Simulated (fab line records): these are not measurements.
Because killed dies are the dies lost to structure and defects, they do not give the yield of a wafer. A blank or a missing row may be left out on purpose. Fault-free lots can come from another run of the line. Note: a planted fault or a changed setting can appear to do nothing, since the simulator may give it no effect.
8D (eight disciplines) problem report, filled in by code	flow rit_cmos	the parts of the form that need people (team, actions taken, sign-off) are left out

## 1. WHAT IS WRONG
beam_energy_keV at RIT_PRETRO_IMPLANT_08 reads a mean of 46.495 on 6 wafers of 2 lots; wafers without a fault read 45.000 with a standard deviation of 0.013. That is +99 or more standard deviations from the usual mean.
Earliest sighting: wafer L456.1 on implanter-01 at day 3 18:07. At this step, 42 wafers from 14 lots have a number in the record. Rule for "out" (also "out of limits"): further than 4 standard deviations from the usual mean. Any other wafer with a number is counted as sound.

## 2. WHAT THIS IS AND IS NOT
question	is	is not
which readings at this step	beam_energy_keV	-
which lots	L456, L459	L449, L450, L452, L453, L454, L455, L457, L458, L467, L469, L471, L472
which wafers of those lots	all that have a number	-
read on which tools	implanter-01	implanter-03, implanter-04
when	from day 3 18:07	up to then (18 sound wafers); but 18 sound wafers of L457, L458, L467, L469, L471, L472 came after

## 3. THE SUSPECTS, EACH WITH WHAT RULES IT OUT
Counting: any tool at a process step up to the reading is kept as a suspect provided that every lot that is out went through it and no sound lot did after the first of them.
- implanter-01 at RIT_PRETRO_IMPLANT_08: ruled out as a lasting fault. After its first lot that is out, L456 (day 3 18:07), sound lots L471, L472 ran on it.
Left after counting: nothing in the record.

## 4. THE CAUSE (what the simulator had put in)
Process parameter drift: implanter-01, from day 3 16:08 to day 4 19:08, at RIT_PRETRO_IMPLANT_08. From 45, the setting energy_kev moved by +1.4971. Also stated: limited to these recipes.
Counting ruled it out, wrongly.

## 5. SEQUENCE OF EFFECTS, ordered by route
One row per reading whose mean, taken over the struck wafers that have a number, lies over 3 standard deviations from the usual. Scope: only readings with a usual standard deviation given in the record; hours: median across lots of the time from each lot's start at the first step in this table that gives one to its start at this step; sigmas: change in usual standard deviations.
hours	step	reading	usual	on struck wafers	change	sigmas
0	RIT_PRETRO_IMPLANT_08	beam_energy_keV	45.000	46.495	+1.495	+99 or more
Process steps it contains:
- RIT_PRETRO_IMPLANT_08
At these later measuring or inspecting steps, every struck wafer for which the step has a row has a number for every such reading, and none has moved that far: RIT_CONTACT_OVL_MEAS_09.

## 6. WHAT WOULD HAVE CAUGHT IT SOONER
In this record the first reading out of limits was taken at day 3 18:07, 2 hours after the fault began at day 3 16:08.
